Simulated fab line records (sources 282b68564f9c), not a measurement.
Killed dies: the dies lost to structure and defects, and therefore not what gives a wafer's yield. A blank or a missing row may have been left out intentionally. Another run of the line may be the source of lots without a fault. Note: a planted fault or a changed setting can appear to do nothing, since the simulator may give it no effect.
Shared-tool check + flow ritCmos + 15 lots, 45 wafers sampled

WHY IT WAS OPENED
Of 15 lots, 3 have the reading GATE_OVL flagged at RIT_GATE_OVL_MEAS_17. Wafers without a fault read 0.2 nm, standard deviation 1.4.
Rule: a lot gets a flag if all its wafers with a number sit over 4 standard deviations from that mean, or if no wafer of it has a number. As for the other lots, they are considered sound.

| lot  | measured    | on         | GATE_OVL (nm), wafer by wafer | flag    |
|------|-------------|------------|-------------------------------|---------|
| L980 | day 2 15:01 | overlay-02 | 1.4 0.3 -1.5                  |         |
| L982 | day 3 00:00 | overlay-01 | 1.4 -0.7 1.6                  |         |
| L983 | day 3 07:05 | overlay-02 | 0.2 -0.2 -1.3                 |         |
| L984 | day 3 12:07 | overlay-01 | -0.7 0.0 -1.2                 |         |
| L986 | day 3 23:25 | overlay-01 | -0.2 0.6 1.9                  |         |
| L988 | day 4 12:02 | overlay-02 | 131.0 128.7 130.9             | FLAGGED |
| L989 | day 4 16:50 | overlay-02 | 127.2 129.3 128.1             | FLAGGED |
| L990 | day 4 21:43 | overlay-02 | 130.3 128.7 130.3             | FLAGGED |
| L994 | day 5 21:35 | overlay-01 | -1.5 -1.5 1.1                 |         |
| L995 | day 6 03:18 | overlay-01 | 2.1 0.2 -0.1                  |         |
| L996 | day 6 05:10 | overlay-01 | 0.0 0.1 2.3                   |         |
| L997 | day 6 06:57 | overlay-02 | 0.5 -0.6 1.0                  |         |
| L998 | day 6 09:52 | overlay-01 | -0.5 1.8 -1.3                 |         |
| L999 | day 6 17:22 | overlay-01 | 0.3 0.8 2.6                   |         |
| L102 | day 7 06:43 | overlay-02 | 2.2 1.8 -0.8                  |         |
On average the flagged lots' numbers are 129.4 nm, which is +129.2 nm against the usual, or +92 standard deviations.

WHICH TOOL RAN EACH LOT
The record holds 1 process step before the reading, out of a route of 202 steps. Read each cell as the tool, then ch plus the chambers that the sampled wafers visited, then the start.
| lot  | flag    | RIT_GATE_EXPOSE_13                |
|------|---------|-----------------------------------|
| L980 |         | ilineStepper-01 ch 0, day 2 14:29 |
| L982 |         | ilineStepper-01 ch 0, day 2 23:30 |
| L983 |         | ilineStepper-02 ch 0, day 3 06:36 |
| L984 |         | ilineStepper-02 ch 0, day 3 11:36 |
| L986 |         | ilineStepper-01 ch 0, day 3 22:53 |
| L988 | FLAGGED | ilineStepper-02 ch 0, day 4 11:31 |
| L989 | FLAGGED | ilineStepper-02 ch 0, day 4 16:19 |
| L990 | FLAGGED | ilineStepper-02 ch 0, day 4 21:11 |
| L994 |         | ilineStepper-01 ch 0, day 5 20:48 |
| L995 |         | ilineStepper-01 ch 0, day 6 02:38 |
| L996 |         | ilineStepper-01 ch 0, day 6 04:41 |
| L997 |         | ilineStepper-01 ch 0, day 6 06:26 |
| L998 |         | ilineStepper-01 ch 0, day 6 09:21 |
| L999 |         | ilineStepper-01 ch 0, day 6 16:52 |
| L102 |         | ilineStepper-01 ch 0, day 7 06:11 |
What these steps do:
- RIT_GATE_EXPOSE_13: exposes mask M6, target cd 150 nm.
- RIT_GATE_OVL_MEAS_17

FLAGGED OVER TOTAL, TOOL BY TOOL (the gauges that took the reading come last)
| step                 | tool            | lots run | flagged | share of the flagged lots | sound lots run after its first flagged lot |
|----------------------|-----------------|----------|---------|---------------------------|--------------------------------------------|
| RIT_GATE_EXPOSE_13   | ilineStepper-01 | 10       | 0       | none                      | -                                          |
| RIT_GATE_EXPOSE_13   | ilineStepper-02 | 5        | 3       | all                       | 0                                          |
| RIT_GATE_OVL_MEAS_17 | overlay-01      | 8        | 0       | none                      | -                                          |
| RIT_GATE_OVL_MEAS_17 | overlay-02      | 7        | 3       | all                       | 2 (L997,L102)                              |

WHAT THE TABLE ALLOWS
In 2 table rows, all flagged lots were run: ilineStepper-02 (RIT_GATE_EXPOSE_13), overlay-02 (RIT_GATE_OVL_MEAS_17).
- ilineStepper-02 at RIT_GATE_EXPOSE_13: 3 of its 5 lots flagged. Its last sound lot is L984 (day 3 11:36), its first flagged lot L988 (day 4 11:31): a fault that began between those two fits.
- overlay-02 at RIT_GATE_OVL_MEAS_17: 3 of its 7 lots flagged. Lots that were sound ran on it after the first flagged one (L997, L102); a persistent fault on the entire tool would not allow that.
One tool is left: ilineStepper-02 at RIT_GATE_EXPOSE_13.

WHAT THE SIMULATOR HAD PUT IN
Scanner matching overlay: ilineStepper-02, from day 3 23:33 on, at RIT_GATE_EXPOSE_13. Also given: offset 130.
Shown lots that were struck: L988, L989, L990. Same finding as the rule above.
